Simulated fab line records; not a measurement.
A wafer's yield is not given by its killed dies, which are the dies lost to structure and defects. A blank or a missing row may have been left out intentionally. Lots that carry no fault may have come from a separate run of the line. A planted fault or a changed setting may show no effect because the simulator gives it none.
A struck lot beside a sound one    flow rit_cmos    15 steps out of a route of 202
Sound: the wafers L482.3, L482.5, L482.6. Struck: wafers L489.2, L489.3, L489.4. At the end, the cause is stated.
Order at every step that has rows: each side's tool, ch and its chambers, its first start. Under that, the readings that differ: sound wafers    struck wafers    difference of the means    sigmas: that difference in standard deviations of wafers without a fault.
alike: readings with means less than 2 such deviations apart, plus words and numbers identical on both sides. not compared: withheld readings, readings lacking a value on some wafer, bounds such as >300 that could conceal the same value, and numbers that have no deviation in the record and whose values overlap.
Wherever a step has rows on one side only, a row that says differs or no value, or a row with sigmas, the two part there. Numbers that have no deviation but don't overlap get no sigmas and don't part them. A reading that every wafer of one side lacks parts them only if that side has two wafers or more.

first, 4 steps without rows for these wafers: RIT_PLDD_SOFTBAKE_02 (time 60 s); RIT_PLDD_EXPOSE_03 (exposes mask M8, target cd 40900 nm); RIT_PLDD_PEB_04; RIT_PLDD_DEVELOP_05 (develop time 50 s).
RIT_PLDD_OVL_MEAS_06:
  struck on overlay-02, day 4 20:56; sound on overlay-01, day 3 04:35
  alike: PLDD_OVL
then, 2 steps without rows for these wafers: RIT_PLDD_HARDBAKE_07 (time 60 s); RIT_PLDD_IMPLANT_08.
RIT_PLDD_STRIP_09: strips in O2, time 180 s.
  sound on plasma_asher-04 ch 0,1, day 3 04:58; struck on plasma_asher-02 ch 0,1, day 4 21:16
  alike: drypump_motor_current_A
  not compared: rf_hours_counter_h
RIT_PLDD_TW_MEAS_10:
  struck on film_metro-02, day 4 21:27; sound on film_metro-01, day 3 05:06
  alike: PLDD_TW
then, 3 steps without rows for these wafers: RIT_SPACER_CLEAN_00 (cleans in SC1, time 600 s); RIT_SPACER_CLEAN_01 (cleans in dHF, time 30 s); RIT_SPACER_CLEAN_02 (cleans in SC2, time 600 s).
RIT_SPACER_CVD_03: deposits Si3N4 from SiH2Cl2/NH3, target thk 250 nm, time 3300 s.
  sound on lpcvd-01 ch 1, day 3 05:30; struck on lpcvd-01 ch 0, day 4 23:58
RIT_SPACER_THK_MEAS_04:
  struck on film_metro-04, day 5 02:07; sound on film_metro-02, day 3 07:26
reading                  sound              struck             difference  sigmas
SPACER_NITRIDE_THK (nm)  249.6 250.2 250.9  499.5 501.9 497.7  +249.5      +92
RIT_M1_PROBE_99:
  sound wafers here have rows in the record (prober-01, day 3 18:59); struck ones have none

== WHERE THEY PART ==
At RIT_SPACER_THK_MEAS_04 first; at RIT_M1_PROBE_99 last (within this record only).

WHY: what the simulator had put in
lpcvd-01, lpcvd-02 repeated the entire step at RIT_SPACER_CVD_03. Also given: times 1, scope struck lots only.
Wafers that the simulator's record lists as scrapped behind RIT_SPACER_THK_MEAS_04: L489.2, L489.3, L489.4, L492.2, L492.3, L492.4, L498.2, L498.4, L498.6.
